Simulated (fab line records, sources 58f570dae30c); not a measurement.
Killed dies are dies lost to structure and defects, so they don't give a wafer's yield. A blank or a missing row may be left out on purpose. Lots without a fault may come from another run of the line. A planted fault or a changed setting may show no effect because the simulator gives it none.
Which tool did it? | flow berkeley_cmos170 | 14 lots, 42 wafers sampled, at 2 steps of a route of 331

WHAT THE GAUGES READ, wafer by wafer
UCB170_FIELD_THK_MEAS_90. Usual: FIELD_OXIDE_LEFT_1_THK 442 nm, standard deviation 14.
lot  | measured     | on            | FIELD_OXIDE_LEFT_1_THK (nm) | flag
L587 | day 5 18:59  | film_metro-03 | 457 459 469                 |
L588 | day 5 18:59  | film_metro-04 | 460 464 463                 |
L589 | day 6 08:07  | film_metro-04 | 424 419 420                 |
L590 | day 6 08:10  | film_metro-03 | 442 440 445                 |
L592 | day 6 15:26  | film_metro-01 | 466 465 464                 |
L593 | day 6 15:28  | film_metro-04 | 472 467 468                 |
L598 | day 8 07:28  | film_metro-04 | 435 435 433                 |
L601 | day 8 14:20  | film_metro-04 | 425 427 434                 |
L606 | day 9 01:35  | film_metro-04 | 455 457 454                 |
L603 | day 9 01:35  | film_metro-03 | 439 436 448                 |
L605 | day 9 01:38  | film_metro-04 | 443 435 434                 |
L607 | day 9 18:29  | film_metro-03 | 443 448 443                 |
L608 | day 9 18:29  | film_metro-04 | 444 452 443                 |
L609 | day 10 00:49 | film_metro-03 | 430 429 437                 |

UCB170_FIELD_THK_MEAS_91. Usual: FIELD_OXIDE_LEFT_2_THK 354 nm, standard deviation 14.
lot  | measured     | on            | FIELD_OXIDE_LEFT_2_THK (nm) | flag
L587 | day 6 15:20  | film_metro-03 | 370 372 382                 |
L588 | day 6 15:08  | film_metro-03 | 371 376 375                 |
L589 | day 7 14:43  | film_metro-04 | 336 330 332                 |
L590 | day 7 15:02  | film_metro-04 | 352 351 356                 |
L592 | day 7 15:32  | film_metro-01 | 377 376 375                 |
L593 | day 7 14:46  | film_metro-01 | 384 380 381                 |
L598 | day 9 04:19  | film_metro-03 | 346 347 345                 |
L601 | day 9 09:31  | film_metro-04 | 336 338 345                 |
L606 | day 9 19:23  | film_metro-03 | 368 369 366                 |
L603 | day 9 18:38  | film_metro-03 | 351 348 360                 |
L605 | day 9 19:55  | film_metro-01 | 355 347 345                 |
L607 | day 10 11:08 | film_metro-03 | 355 360 355                 |
L608 | day 10 11:05 | film_metro-04 | 355 363 355                 |
L609 | day 10 21:53 | film_metro-04 | 341 341 349                 |

WHICH TOOL RAN EACH LOT (tool, then ch and the chambers of the sampled wafers, then the start)
The record holds no process step before these readings.

WHAT THE TOOLS THEMSELVES READ (means of the sampled wafers that have a number; where no wafer has one, the mark that the record gives instead)
The record holds no such reading with a usual standard deviation.

THE ANSWER, worked out from the rows above alone
Rule: a lot is off if the mean of its wafers that have a number lies more than 3 standard deviations from the usual mean. A lot without any number at a reading at which 4 lots or more have one is off too. The other lots that the step has rows for count as sound. The gauges are gone through in route order, then the tools' own readings, and for those a lot's mean is taken as printed above. The first step at which some lot is off is used, and at that step the reading that is off furthest; a lot without a number counts as furthest.
No lot is off at any reading shown: from this, nothing can be told.

WHAT THE SIMULATOR HAD PUT IN
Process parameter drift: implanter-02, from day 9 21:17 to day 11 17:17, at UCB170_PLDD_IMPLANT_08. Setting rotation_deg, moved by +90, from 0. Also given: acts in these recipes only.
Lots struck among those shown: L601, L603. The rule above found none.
